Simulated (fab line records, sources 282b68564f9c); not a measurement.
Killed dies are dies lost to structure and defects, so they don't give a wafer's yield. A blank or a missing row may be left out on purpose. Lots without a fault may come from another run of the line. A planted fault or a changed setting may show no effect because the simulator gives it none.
fab line records | flow rit_cmos
record lots=7 wafers=21 last_day=8
route steps=202 shown PWELL@44 WELLDRIVE@50 NWELL@51 NRETRO@53
lots that met no fault: from a run of the same line without faults
start_h: hours from the record's first day to the start of the lot's first wafer shown | wait_h: hours since the lot's step before | " the same as in the row above | L1.1+2: a row that stands for several wafers | - no value, or no start given | * or withheld: withheld | < > ~ a bound
route shown NAME@n: a module of which the file shows steps, and the number in the route of the first | usual: mean/standard deviation of fault-free wafers | same: alike in all rows | chamber/n: place in a boat | sites: the reading at each site | _std_site: their standard deviation | _edge_site: outer sites' mean less inner sites' | radius_mm: how far each site lies from the wafer's centre | mask NAME#n: copy n | behind: the tool/chamber that last shaped the wafer | hold: why the lot was held/for how many hours/how that ended | device: the transistor (n, p or np) that didn't switch | end of line: the same wafers' tests at the end of the route | a step without rows: its recipe alone | killed: dies lost to structure and defects at the first sort, not the wafer's yield | map: a wafer's dies, x killed, . not, _ none there
set.NAME: the setting as run; set.NAME@STEP: as run at that earlier step | model.NAME: the simulator's own value behind a step, which no gauge read
lots at some steps of the route; a table a step, a row a wafer
services: from which hour (start_h, from the record's first day; less than 0 if before it) a tool's chamber was out of use, for how many hours, and why
## steps
# step RIT_PWELL_DEVELOP_05
# recipe resist=NOVOLAK develop_time_s=68 dev_temp_c=23
# step RIT_PWELL_OVL_MEAS_06
# usual PWELL_OVL=-0.2/1.5
# columns lot.wafer tool chamber start_h wait_h PWELL_OVL[nm]
L448.2 overlay-02 - 27.69 - -0.5
L448.3 " - " " 0.4
L448.5 " - " " -0.6
L449.1 overlay-01 - 31.77 - -2.1
L449.5 " - " " -2.0
L449.6 " - " " -1.2
L458.1 overlay-01 - 79.09 - -0.8
L458.4 " - " " -0.2
L458.6 " - " " 1.8
L468.1 overlay-01 - 127.95 - 1.6
L468.5 " - " " 1.3
L468.6 " - " " 0.0
L469.1 overlay-02 - 130.20 - -1.6
L469.3 " - " " -1.6
L469.4 " - " " -2.6
L470.1 overlay-01 - 134.23 - -1.0
L470.3 " - " " -0.1
L470.5 " - " " -0.7
L471.2 overlay-01 - 138.23 - 0.9
L471.3 " - " " 1.0
L471.5 " - " " -0.6
# step RIT_PWELL_HARDBAKE_07
# recipe resist=NOVOLAK temp_c=140 time_s=120
# step RIT_PWELL_IMPLANT_08
# recipe species=B energy_kev=170 dose_cm2=7.07e+13 tilt_deg=7
# step RIT_PWELL_STRIP_09
# recipe chemistry=O2 time_s=180 resist=NOVOLAK platen_temp_c=withheld power_w=500 pressure_mtorr=4000 o2_flow_sccm=4000
# usual drypump_motor_current_A=5.6/0.55
# columns lot.wafer tool chamber start_h wait_h drypump_motor_current_A rf_hours_counter_h
L448.2 plasma_asher-01 1 28.12 0.1 5.2 37
L448.3 " 1 " " 5.2 -
L448.5 " 0 " " 5.1 -
L449.1 plasma_asher-01 1 32.20 0.1 5.2 38
L449.5 " 0 " " 5.1 -
L449.6 " 1 " " 5.2 -
L458.1 plasma_asher-01 1 79.53 0.1 5.2 43
L458.4 " 0 " " 5.1 -
L458.6 " 0 " " 5.1 -
L468.1 plasma_asher-03 0 128.39 0.1 6.1 49
L468.5 " 0 " " 6.0 -
L468.6 " 1 " " 5.6 -
L469.1 plasma_asher-02 1 130.64 0.1 5.1 34
L469.3 " 1 " " 5.1 -
L469.4 " 0 " " 6.4 -
L470.1 plasma_asher-01 0 134.67 0.1 5.1 48
L470.3 " 0 " " 5.1 -
L470.5 " 0 " " 5.1 -
L471.2 plasma_asher-02 0 138.76 0.1 6.5 35
L471.3 " 0 " " 6.5 -
L471.5 " 1 " " 5.1 -
# step RIT_PWELL_TW_MEAS_10
# usual PWELL_TW=960/6
# columns lot.wafer tool chamber start_h wait_h PWELL_TW
L448.2 film_metro-03 - 28.30 0.1 957
L448.3 " - " " 951
L448.5 " - " " 952
L449.1 film_metro-04 - 32.38 0.1 959
L449.5 " - " " 955
L449.6 " - " " 955
L458.1 film_metro-03 - 79.70 0.1 951
L458.4 " - " " 951
L458.6 " - " " 947
L468.1 film_metro-04 - 128.56 0.1 963
L468.5 " - " " 965
L468.6 " - " " 963
L469.1 film_metro-03 - 130.81 0.1 949
L469.3 " - " " 948
L469.4 " - " " 947
L470.1 film_metro-02 - 134.84 0.1 971
L470.3 " - " " 969
L470.5 " - " " 964
L471.2 film_metro-04 - 138.95 0.1 964
L471.3 " - " " 959
L471.5 " - " " 960
# step RIT_WELLDRIVE_ANNEAL_00
# recipe temp_c=1100 time_s=14700 ambient=N2
# step RIT_WELLDRIVE_RS_MEAS_01
# recipe thk_meas_gauge=four-point-probe
# usual NWELL_RS=275.4/0.85
# columns lot.wafer tool chamber start_h wait_h NWELL_RS[ohm/sq]
L448.2 film_metro-04 - 33.46 0.0 275.0
L448.3 " - " " 274.7
L448.5 " - " " 275.5
L449.1 film_metro-04 - 38.42 0.0 274.4
L449.5 " - " " 275.6
L449.6 " - " " 275.8
L458.1 film_metro-02 - 84.84 0.0 277.3
L458.4 " - " " 276.2
L458.6 " - " " 276.8
L468.1 film_metro-04 - 135.65 0.0 276.4
L468.5 " - " " 277.0
L468.6 " - " " 276.2
L469.1 film_metro-02 - 138.18 0.0 275.0
L469.3 " - " " 274.3
L469.4 " - " " 274.9
L470.1 film_metro-04 - 139.99 0.0 275.0
L470.3 " - " " 275.9
L470.5 " - " " 276.2
L471.2 film_metro-03 - 146.17 0.0 275.4
L471.3 " - " " 275.2
L471.5 " - " " 275.8
# step RIT_WELLDRIVE_RS_MEAS_02
# recipe thk_meas_gauge=four-point-probe
# usual PWELL_RS=426.9/1.4
# columns lot.wafer tool chamber start_h wait_h PWELL_RS[ohm/sq]
L448.2 film_metro-04 - 33.58 0.1 425.0
L448.3 " - " " 425.6
L448.5 " - " " 425.1
L449.1 film_metro-04 - 38.54 0.1 426.6
L449.5 " - " " 426.4
L449.6 " - " " 427.9
L458.1 film_metro-02 - 84.96 0.1 427.6
L458.4 " - " " 428.4
L458.6 " - " " 428.4
L468.1 film_metro-04 - 135.77 0.1 426.2
L468.5 " - " " 425.7
L468.6 " - " " 426.1
L469.1 film_metro-02 - 138.30 0.1 427.8
L469.3 " - " " 429.0
L469.4 " - " " 427.9
L470.1 film_metro-04 - 140.11 0.1 427.5
L470.3 " - " " 429.4
L470.5 " - " " 428.1
L471.2 film_metro-03 - 146.29 0.1 427.2
L471.3 " - " " 427.1
L471.5 " - " " 425.6
# step RIT_NRETRO_HMDS_00
# recipe prime_time_s=60 prime_temp_c=140
# step RIT_NRETRO_COAT_01
# recipe resist=NOVOLAK spin_rpm=2000 resist_thk_nm=1300
# step RIT_NRETRO_SOFTBAKE_02
# recipe resist=NOVOLAK temp_c=90 time_s=60
# step RIT_NRETRO_EXPOSE_03
# recipe mask_id=M4 na=0.57 target_cd_nm=43900 dose_mj=250
# usual exposure_dose_mJ_cm2=250.02/0.22 focus_offset_nm=0.0/0.52
# columns lot.wafer tool chamber start_h wait_h mask exposure_dose_mJ_cm2 focus_offset_nm
L448.2 iline_stepper-02 0 34.27 0.2 M4#0 249.80 0.1
L448.3 " 0 " " M4#0 249.92 0.3
L448.5 " 0 " " M4#0 249.92 0.1
L449.1 iline_stepper-01 0 39.24 0.2 M4#0 250.14 1.1
L449.5 " 0 " " M4#0 250.30 1.0
L449.6 " 0 " " M4#0 250.22 0.3
L458.1 iline_stepper-02 0 85.53 0.1 M4#0 250.22 -0.6
L458.4 " 0 " " M4#0 250.16 -0.1
L458.6 " 0 " " M4#0 250.54 -0.1
L468.1 iline_stepper-01 - 136.67 0.2 M4#0 - -
L468.5 " - " " M4#0 - -
L468.6 " - " " M4#0 - -
L469.1 iline_stepper-02 - 139.19 0.2 M4#0 - -
L469.3 " - " " M4#0 - -
L469.4 " - " " M4#0 - -
L470.1 iline_stepper-02 - 140.68 0.1 M4#0 - -
L470.3 " - " " M4#0 - -
L470.5 " - " " M4#0 - -
L471.2 iline_stepper-02 0 146.86 0.1 M4#0 250.35 -0.3
L471.3 " 0 " " M4#0 249.74 0.0
L471.5 " 0 " " M4#0 250.02 -0.5
# step RIT_NRETRO_PEB_04
# recipe resist=NOVOLAK temp_c=withheld time_s=withheld
## services
# columns tool chamber start_h hours kind
plasma_asher-03 - 8.36 3.6 repair
iline_stepper-02 0 11.28 - calibration
iline_stepper-02 - 13.93 2.1 pm
iline_stepper-02 - 16.02 - consumable_replace:lamp
plasma_asher-01 - 74.82 4.1 repair
iline_stepper-02 - 106.63 9.2 repair
plasma_asher-02 - 114.45 7.6 repair
iline_stepper-01 0 116.15 - calibration
## key
first_sign step=RIT_NRETRO_EXPOSE_03 reading=tool_record direction=missing
effect none on later readings
met_at RIT_NRETRO_EXPOSE_03
struck_wafers L468.1,L468.5,L468.6,L469.1,L469.3,L469.4,L470.1,L470.3,L470.5
sort_left_out L468.1,L468.5,L468.6,L469.1,L469.3,L469.4,L470.1,L470.3,L470.5
tester_left_out L468,L469,L470
onset_between 85.53 136.67
fault kind=skipped_step_whole tool=iline_stepper-01,iline_stepper-02 chamber=- onset_h=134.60 steps=RIT_NRETRO_EXPOSE_03 scope=struck_lots_only
# tester_left_out: of these lots the tester's yield and bins aren't shown, on N5 and GAA mostly nor the transistor test; their killed dies are dies lost to structure and defects alone, not to doping, threshold or leakage, so they don't give the yield
# sort_left_out: the simulated sort isn't trusted on such a fault, so these wafers' sort isn't shown, and their yield isn't known
